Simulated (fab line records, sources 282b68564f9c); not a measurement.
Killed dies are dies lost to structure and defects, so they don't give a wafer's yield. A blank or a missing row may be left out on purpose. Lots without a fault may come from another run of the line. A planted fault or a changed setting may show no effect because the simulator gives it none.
A struck lot beside a sound one | flow rit_cmos | 19 steps out of a route of 202
Sound: wafers L102.1, L102.4, L102.5. Struck: wafers L998.1, L998.3, L998.4. The cause comes at the end.
At each step with rows: each side's tool, then ch and its chambers, then its first start. Under that, the readings that differ: sound wafers | struck wafers | difference of the means | sigmas: that difference in standard deviations of wafers without a fault.
alike: readings whose means differ by less than 2 such deviations, and words and numbers that are the same on both sides. not compared: withheld readings, readings that some wafer has no value for, bounds like >300 that may hide the same value, and numbers for which the record gives no deviation and whose values overlap.
The two part at a step that has a row with sigmas, a row that says differs or no value, or rows on one side only. Numbers that don't overlap but have no deviation are shown without sigmas and don't part them. A reading that every wafer of one side lacks parts them only if that side has two wafers or more.

first, 3 steps without rows for these wafers: RIT_GATE_CLEAN_02 (cleans in dHF, time 30 s); RIT_GATE_CLEAN_03 (cleans in SC2, time 600 s); RIT_GATE_CLEAN_04 (cleans in dHF, time 60 s).
RIT_FOX2_THK_MEAS_91:
  sound on film_metro-01, day 6 19:41; struck on film_metro-02, day 6 00:38
  alike: FIELD_OXIDE_LEFT_2_THK
then, 2 steps without rows for these wafers: RIT_GATE_OXIDATION_05 (target thk 3 nm, ox time 270 s); RIT_GATE_ANNEAL_06 (time 600 s).
RIT_GATE_THK_MEAS_07:
  sound on film_metro-01, day 6 21:05; struck on film_metro-01, day 6 04:01
  alike: GATE_OXIDE_THK
then, 1 step without rows for these wafers: RIT_GATE_CVD_08 (deposits poly-Si from SiH4, target thk 250 nm, time 2220 s).
RIT_GATE_THK_MEAS_09:
  sound on film_metro-02, day 6 23:34; struck on film_metro-02, day 6 05:41
  reading            | sound             | struck            | difference | sigmas
  GATE_POLY_THK (nm) | 253.7 252.3 255.3 | 248.6 248.3 248.5 | -5.3       | -2
then, 3 steps without rows for these wafers: RIT_GATE_HMDS_10 (prime time 60 s); RIT_GATE_COAT_11 (resist thk 850 nm); RIT_GATE_SOFTBAKE_12 (time 60 s).
RIT_GATE_EXPOSE_13: exposes mask M6, target cd 150 nm.
  sound on iline_stepper-01 ch 0, day 7 00:15; struck on iline_stepper-02 ch 0, day 6 06:19
  reading                      | sound                   | struck            | difference | sigmas
  model.GATE.overlay_x_nm (nm) | -0.8119 -0.8119 -0.8119 | 6.479 6.479 6.479 | +7.291     |
  alike: mask
then, 2 steps without rows for these wafers: RIT_GATE_PEB_14; RIT_GATE_DEVELOP_15 (develop time 50 s).
RIT_GATE_CD_MEAS_16: target cd 150 nm.
  sound on cd_sem-01, day 7 00:40; struck on cd_sem-02, day 6 06:43
  alike: cd_nm
RIT_GATE_OVL_MEAS_17:
  sound on overlay-01, day 7 00:47; struck on overlay-02, day 6 06:50
  reading       | sound         | struck      | difference | sigmas
  GATE_OVL (nm) | 0.3 -0.3 -2.2 | 6.7 6.0 6.7 | +7.2       | +6
then, 1 step without rows for these wafers: RIT_GATE_HARDBAKE_18 (time 60 s).
RIT_M1_PROBE_99:
  sound on prober-02, day 7 21:27; struck on prober-02, day 7 04:21
  alike: killed_at_contacts, killed_at_front_end, killed_dies, killed_on_rim, killed_open, killed_short

WHERE THEY PART
First at RIT_GATE_THK_MEAS_09; last, within this record, at RIT_GATE_OVL_MEAS_17. Later steps at which nothing parts them and some readings are alike: RIT_M1_PROBE_99.

WHY: what the simulator had put in
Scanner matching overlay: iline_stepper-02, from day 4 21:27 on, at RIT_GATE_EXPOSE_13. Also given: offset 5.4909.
